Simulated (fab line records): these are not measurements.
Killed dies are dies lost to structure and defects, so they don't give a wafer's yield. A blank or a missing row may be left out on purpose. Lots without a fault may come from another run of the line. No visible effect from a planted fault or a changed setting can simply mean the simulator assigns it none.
fab line records	flow rit_cmos
[record] lots = 5	wafers = 15	last_day = 7
route steps=202 shown ACTIVE@1 M1@202
lots that met no fault: from a run of the same line without faults
start_h: hours from the record's first day to the start of the lot's first wafer shown	wait_h: hours elapsed since this lot's preceding step	" the same as in the row above	L1.1+2: a row that stands for several wafers	- no value, or no start was given	* or withheld: withheld	< > ~ a bound
route shown NAME@n: a module of which the file shows steps, and the number in the route of the first	usual: mean/standard deviation of fault-free wafers	same: alike in all rows	chamber/n: place in a boat	sites: each site's reading	_std_site: the standard deviation of these	_edge_site: mean of outer sites minus mean of inner sites	radius_mm: how far each site lies from the wafer's centre	mask NAME#n: copy n	behind: tool/chamber where the wafer was last shaped	hold: why the lot was held/for how many hours/how that ended	device: the n, p or np transistor that did not switch	end of line: the route-end tests of the same wafers	where a step has no rows: the recipe by itself	killed: the dies lost at the first sort to structure and to defects; this is not the yield of the wafer	map: the dies of a wafer, with x for killed, . for not killed, _ for no die there
set.NAME: the setting the step ran with; set.NAME@STEP: the setting that earlier step ran with	model.NAME: the simulator's own value behind a step, which no gauge read
certain route steps with their lots: each step a table, each wafer a row
services: the hour from which a tool's chamber was out of use, counted from the record's first day as start_h (under 0 if before that day), plus the number of hours and why
[[steps]]
[step RIT_ACTIVE_BOW_MEAS_00]
[recipe] mode = bow
[usual] INCOMING_BOW = 1/5.7
lot.wafer	tool	chamber	start_h	wait_h	INCOMING_BOW[um]
L648.1	film_metro-02	-	20.00	-	8
L648.2	"	-	"	"	-2
L648.6	"	-	"	"	-7
L655.1	film_metro-02	-	55.00	-	6
L655.2	"	-	"	"	4
L655.3	"	-	"	"	10
L660.2	film_metro-02	-	80.02	-	2
L660.3	"	-	"	"	-1
L660.4	"	-	"	"	7
L664.1	film_metro-01	-	100.00	-	-5
L664.3	"	-	"	"	-5
L664.4	"	-	"	"	7
L666.2	film_metro-01	-	110.02	-	3
L666.3	"	-	"	"	9
L666.4	"	-	"	"	-5
[step RIT_ACTIVE_OXIDATION_01]
[recipe] temp_c = 1000	ambient = O2	target_thk_a = 468	ox_time_s = 3360
[step RIT_ACTIVE_THK_MEAS_02]
[recipe] reads = SiO2_of_ACTIVE_OXIDATION_01
[usual] ACTIVE_OXIDE_THK = 47.0/0.94
lot.wafer	tool	chamber	start_h	wait_h	ACTIVE_OXIDE_THK[nm]
L648.1	film_metro-01	-	22.44	0.0	46.0
L648.2	"	-	"	"	46.2
L648.6	"	-	"	"	46.0
L655.1	film_metro-02	-	59.26	0.0	47.1
L655.2	"	-	"	"	47.4
L655.3	"	-	"	"	47.1
L660.2	film_metro-04	-	87.63	0.0	47.4
L660.3	"	-	"	"	46.5
L660.4	"	-	"	"	46.9
L664.1	film_metro-01	-	102.18	0.0	46.4
L664.3	"	-	"	"	46.2
L664.4	"	-	"	"	47.0
L666.2	film_metro-04	-	115.09	0.0	48.7
L666.3	"	-	"	"	48.4
L666.4	"	-	"	"	48.4
[step RIT_ACTIVE_CVD_03]
[recipe] material = Si3N4	target_thk_nm = 150	temp_c = 810	precursor = SiH2Cl2/NH3	time_s = 1500	pressure_mtorr = 300	sih2cl2_flow_sccm = 60	nh3_flow_sccm = 150
[step RIT_ACTIVE_THK_MEAS_04]
[recipe] reads = Si3N4_of_ACTIVE_CVD_03
[usual] ACTIVE_NITRIDE_THK = 149.4/1.4
lot.wafer	tool	chamber	start_h	wait_h	ACTIVE_NITRIDE_THK[nm]
L648.1	film_metro-04	-	23.92	0.0	150.3
L648.2	"	-	"	"	150.7
L648.6	"	-	"	"	151.1
L655.1	film_metro-01	-	60.73	0.0	148.8
L655.2	"	-	"	"	148.3
L655.3	"	-	"	"	149.2
L660.2	film_metro-01	-	89.11	0.0	148.4
L660.3	"	-	"	"	148.1
L660.4	"	-	"	"	148.2
L664.1	film_metro-01	-	103.65	0.0	149.9
L664.3	"	-	"	"	149.3
L664.4	"	-	"	"	151.6
L666.2	film_metro-02	-	117.27	0.0	146.0
L666.3	"	-	"	"	146.0
L666.4	"	-	"	"	145.8
[step RIT_ACTIVE_HMDS_05]
[recipe] prime_time_s = 60	prime_temp_c = 140
[step RIT_ACTIVE_COAT_06]
[recipe] resist = NOVOLAK	spin_rpm = 3250	resist_thk_nm = 995
[step RIT_ACTIVE_SOFTBAKE_07]
[recipe] resist = NOVOLAK	temp_c = 90	time_s = 60
[step RIT_ACTIVE_EXPOSE_08]
[recipe] mask_id = M1	na = 0.6	source_shape = conventional	sigma_outer = 0.6	target_cd_nm = 1400	dose_mj = 225
[usual] exposure_dose_mJ_cm2 = 224.56/0.22
lot.wafer	tool	chamber	start_h	wait_h	mask	exposure_dose_mJ_cm2
L648.1	iline_stepper-02	0	24.43	0.1	M1#0	224.43
L648.2	"	0	"	"	M1#0	224.61
L648.6	"	0	"	"	M1#0	224.53
L655.1	iline_stepper-02	0	61.37	0.2	M1_R1#0	224.65
L655.2	"	0	"	"	M1_R1#0	224.33
L655.3	"	0	"	"	M1_R1#0	224.43
L660.2	iline_stepper-01	0	89.76	0.2	M1#0	224.54
L660.3	"	0	"	"	M1#0	224.43
L660.4	"	0	"	"	M1#0	224.27
L664.1	iline_stepper-02	0	104.40	0.4	M1#0	224.89
L664.3	"	0	"	"	M1#0	224.63
L664.4	"	0	"	"	M1#0	224.99
L666.2	iline_stepper-02	0	117.92	0.2	M1#0	224.44
L666.3	"	0	"	"	M1#0	224.55
L666.4	"	0	"	"	M1#0	224.55
[step RIT_ACTIVE_PEB_09]
[recipe] resist = NOVOLAK	temp_c = withheld	time_s = withheld
[step RIT_ACTIVE_DEVELOP_10]
[recipe] resist = NOVOLAK	develop_time_s = 50	dev_temp_c = 23
[step RIT_ACTIVE_CD_MEAS_11]
[recipe] target_cd_nm = 1400
[usual] cd_nm = 1399.8/2.2
lot.wafer	tool	chamber	start_h	wait_h	cd_nm
L648.1	cd_sem-01	-	24.83	-	1396.8
L648.2	"	-	"	"	1398.5
L648.6	"	-	"	"	1397.7
L655.1	cd_sem-01	-	61.77	-	1553.9
L655.2	"	-	"	"	1553.6
L655.3	"	-	"	"	1552.2
L660.2	cd_sem-02	-	90.16	-	1396.6
L660.3	"	-	"	"	1396.0
L660.4	"	-	"	"	1396.6
L664.1	cd_sem-01	-	104.80	-	1398.9
L664.3	"	-	"	"	1397.1
L664.4	"	-	"	"	1401.2
L666.2	cd_sem-02	-	118.32	-	1395.2
L666.3	"	-	"	"	1395.7
L666.4	"	-	"	"	1393.7
[step RIT_ACTIVE_HARDBAKE_12]
[recipe] resist = NOVOLAK	temp_c = 140	time_s = 60
[step RIT_ACTIVE_ETCH_13]
[recipe] stop_on = SiO2	chemistry = SF6	target = Si3N4	time_s = 210	over_etch_frac = 0.4	SF6_flow_sccm = 200	pressure_mtorr = 260	rf_w = 125	target_depth_a = 2100
[usual] SF6_flow_sccm = 199.9/0.55	drypump_motor_current_A = 5.5/0.38	oes_product_au = 0.818/0.014	throttle_valve_pct = 7.47/0.11
lot.wafer	tool	chamber	start_h	wait_h	SF6_flow_sccm	drypump_motor_current_A	oes_product_au	rf_hours_counter_h	throttle_valve_pct	model.ACTIVE.cd_nm
L648.1	rie_diel-03	2	25.10	0.1	200.2	6.1	0.831	163	7.28	1397
L648.2	"	1	"	"	199.9	5.3	0.812	4	7.40	1398
L648.6	"	0	"	"	199.8	5.3	0.802	-	7.59	1397
L655.1	rie_diel-04	2	62.04	0.1	199.4	5.8	0.816	7	7.78	1554
L655.2	"	1	"	"	199.9	4.9	0.829	118	7.44	1554
L655.3	"	3	"	"	200.5	5.9	0.830	48	7.48	1552
L660.2	rie_diel-01	0	90.41	0.1	200.4	5.0	0.832	4	7.41	1397
L660.3	"	1	"	"	199.0	5.5	0.814	157	7.49	1396
L660.4	"	0	"	"	200.6	5.0	0.831	-	7.38	1397
L664.1	rie_diel-03	2	105.09	0.1	199.9	6.1	0.825	0	7.29	1399
L664.3	"	1	"	"	200.1	5.2	0.814	-	7.39	1397
L664.4	"	2	"	"	199.7	6.1	0.830	-	7.29	-
L666.2	rie_diel-01	2	118.57	0.1	200.1	5.9	0.805	59	7.46	1395
L666.3	"	3	"	"	201.0	5.4	0.790	79	7.45	1396
L666.4	"	3	"	"	200.6	5.4	0.795	-	7.46	1394
[step RIT_ACTIVE_STRIP_14]
[recipe] chemistry = O2	time_s = 180	resist = NOVOLAK	platen_temp_c = withheld	power_w = 500	pressure_mtorr = 4000	o2_flow_sccm = 4000
[usual] drypump_motor_current_A = 5.9/0.41
lot.wafer	tool	chamber	start_h	wait_h	drypump_motor_current_A	rf_hours_counter_h
L648.1	plasma_asher-01	0	25.23	0.1	5.4	38
L648.2	"	1	"	"	6.5	38
L648.6	"	1	"	"	6.5	-
L655.1	plasma_asher-02	1	62.17	0.1	5.4	42
L655.2	"	0	"	"	6.0	42
L655.3	"	0	"	"	6.0	-
L660.2	plasma_asher-01	0	90.54	0.1	5.4	46
L660.3	"	1	"	"	6.5	-
L660.4	"	0	"	"	5.4	-
L664.1	plasma_asher-01	1	105.29	0.1	6.5	49
L664.3	"	1	"	"	6.5	-
L664.4	"	0	"	"	5.4	-
L666.2	plasma_asher-03	1	118.70	0.1	5.6	49
L666.3	"	0	"	"	5.8	-
L666.4	"	1	"	"	5.6	-
[step RIT_M1_PROBE_99]
lot.wafer	tool	chamber	start_h	wait_h	model.etest.pplus_sal.width_nm	model.etest.nplus_sal.width_nm	model.etest.pldd.width_nm	model.etest.nldd.width_nm	model.etest.nmos_narrow.drive_ua_um	model.etest.pmos_narrow.drive_ua_um	model.etest.field_p_metal.vt_v	model.etest.field_p.vt_v
L648.1	prober-01	-	73.92	0.1	3458	3438	3175	3173	243.2	108.3	-28.11	-12.41
L648.2	prober-01	-	73.97	0.1	3451	3424	3150	3168	239.6	104.8	-28.13	-12.35
L648.6	prober-01	-	74.17	0.2	3446	3414	3173	3186	234	105.9	-28.65	-12.38
L655.1	prober-02	-	117.00	0.4	3574	3561	3306	3294	277.9	124	-31.33	-13.53
L655.2	prober-02	-	117.05	0.4	3580	3580	3304	3307	278.2	123	-30.73	-13.49
L655.3	prober-02	-	117.10	0.5	3603	3565	3314	3311	279	125	-30.93	-13.58
L660.2	prober-01	-	143.81	0.1	3434	3447	3154	3159	240.1	105.3	-28.95	-12.58
L660.3	prober-01	-	143.86	0.2	3447	3479	3174	3168	233.8	105.3	-28.84	-12.64
L660.4	prober-01	-	143.91	0.2	3460	3463	3160	3168	229.3	102.4	-29.18	-12.6
L664.1	prober-01	-	155.62	0.1	3435	3447	3170	3185	238.7	105.9	-28.83	-12.58
L664.3	prober-01	-	155.72	0.2	3453	3427	3173	3170	241.1	106.5	-28.69	-12.51
L664.4	prober-01	-	155.77	0.2	3427	3439	3182	3181	235.1	102.7	-29.37	-12.56
L666.2	prober-01	-	163.53	0.1	3424	3426	3132	3143	218.2	103.7	-27.11	-12.07
L666.3	prober-01	-	163.58	0.2	3430	3429	3138	3147	217.6	104.3	-27.36	-12.08
L666.4	prober-01	-	163.63	0.2	3410	3419	3125	3121	215.6	103.4	-27.72	-12.19
// killed by level:class
L648.1 GATE:geometric_particle:open=2 GATE:geometric_particle:short=2 REOX:geometric_particle:open=2 SPACER:geometric_particle:open=1 SILICIDE:geometric_particle:open=1
L648.2 SPACER:geometric_particle:open=2 GATE:geometric_particle:open=1 GATE:geometric_particle:short=1 SPACER:geometric_particle:short=1 SILICIDE:geometric_particle:open=1
L648.6 GATE:geometric_particle:short=3 GATE:geometric_particle:open=2 FOX1:geometric_particle:open=1 SPACER:geometric_particle:open=1 SPACER:geometric_particle:short=1
L660.2 FOX1:geometric_particle:short=2 FOX1:geometric_particle:open=1 GATE:geometric_particle:open=1 REOX:geometric_particle:open=1 SPACER:geometric_particle:short=1 SILICIDE:geometric_particle:short=1
L660.3 GATE:geometric_particle:open=2 SPACER:geometric_particle:open=1 NWELL:coat_microbubble_printed=1
L660.4 FOX1:geometric_particle:short=2 FOX1:geometric_particle:open=1 REOX:geometric_particle:short=1 CONTACT:geometric_particle:open=1
L664.1 GATE:geometric_particle:short=4 GATE:geometric_particle:open=3 FOX1:geometric_particle:open=1 FOX1:geometric_particle:short=1 FOX2:geometric_particle:open=1 SPACER:geometric_particle:short=1 SILICIDE:geometric_particle:open=1
L664.3 SPACER:geometric_particle:open=2 FOX1:geometric_particle:open=1 GATE:geometric_particle:short=1 GATE:geometric_particle:open=1 SILICIDE:geometric_particle:short=1
L664.4 GATE:geometric_particle:short=3 SILICIDE:geometric_particle:short=2 FOX2:geometric_particle:open=1 SPACER:geometric_particle:short=1
L666.2 GATE:geometric_particle:open=2 GATE:geometric_particle:short=1 REOX:geometric_particle:open=1 REOX:geometric_particle:short=1 SPACER:geometric_particle:short=1
L666.3 GATE:geometric_particle:short=5 GATE:geometric_particle:open=2 FOX2:geometric_particle:open=1 FOX2:geometric_particle:short=1 REOX:geometric_particle:open=1 REOX:geometric_particle:short=1 SILICIDE:geometric_particle:open=1
L666.4 GATE:geometric_particle:short=3 GATE:geometric_particle:open=2 REOX:geometric_particle:short=1 REOX:geometric_particle:open=1 SPACER:geometric_particle:short=1 SPACER:geometric_particle:open=1
[[services]]
tool	chamber	start_h	hours	kind
iline_stepper-02	-	5.16	0.8	pm
rie_diel-04	0	9.87	2.6	repair
iline_stepper-01	-	14.34	11.3	repair
plasma_asher-01	-	15.29	2.2	repair
iline_stepper-02	0	17.34	-	calibration
rie_diel-04	-	47.35	2.8	pm
iline_stepper-01	-	56.46	3.6	repair
rie_diel-03	-	72.23	0.4	repair
plasma_asher-02	-	72.88	49.5	pm
rie_diel-03	2	76.22	-	clean
rie_diel-03	2	76.22	24.6	scheduled_down
rie_diel-03	2	76.22	24.6	vent_cycle
rie_diel-01	2	84.55	14.7	repair
plasma_asher-03	-	91.42	15.0	pm
iline_stepper-02	-	92.58	1.7	pm
rie_diel-03	3	100.78	-	clean
rie_diel-03	3	100.78	16.7	scheduled_down
rie_diel-03	3	100.78	16.7	vent_cycle
rie_diel-03	0	103.13	20.8	repair
plasma_asher-01	-	106.39	14.1	pm
rie_diel-04	2	109.09	2.8	repair
rie_diel-01	1	114.64	-	clean
rie_diel-01	1	114.64	22.7	scheduled_down
rie_diel-01	1	114.64	22.7	vent_cycle
[[key]]
[first_sign] step = RIT_ACTIVE_EXPOSE_08	reading = mask	direction = changed
[effect] step = RIT_ACTIVE_CD_MEAS_11	reading = cd_nm	direction = up	sigmas = 69	usual = 1399.8	struck = 1553.2
[model_effect] step = RIT_ACTIVE_ETCH_13	value = ACTIVE.cd_nm	without = 1403	struck = 1553
[model_effect] step = RIT_M1_PROBE_99	value = etest.pplus_sal.width_nm	without = 3435	struck = 3586
met_at RIT_ACTIVE_EXPOSE_08
struck_wafers L655.1,L655.2,L655.3
sort_left_out L655.1,L655.2,L655.3
tester_left_out L655
onset_between 24.43 61.37
[fault] kind = wrong_mask	tool = any	chamber = -	onset_h = 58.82	steps = RIT_ACTIVE_EXPOSE_08	aux_copy = M1_R1#0	cd_offset_nm = 150	scope = struck_lots_only
// tester_left_out: of these lots the tester's yield and bins aren't shown, on N5 and GAA mostly nor the transistor test; their killed dies are dies lost to structure and defects alone, not to doping, threshold or leakage, so they don't give the yield
// sort_left_out: the simulated sort isn't trusted on such a fault, so these wafers' sort isn't shown, and their yield isn't known
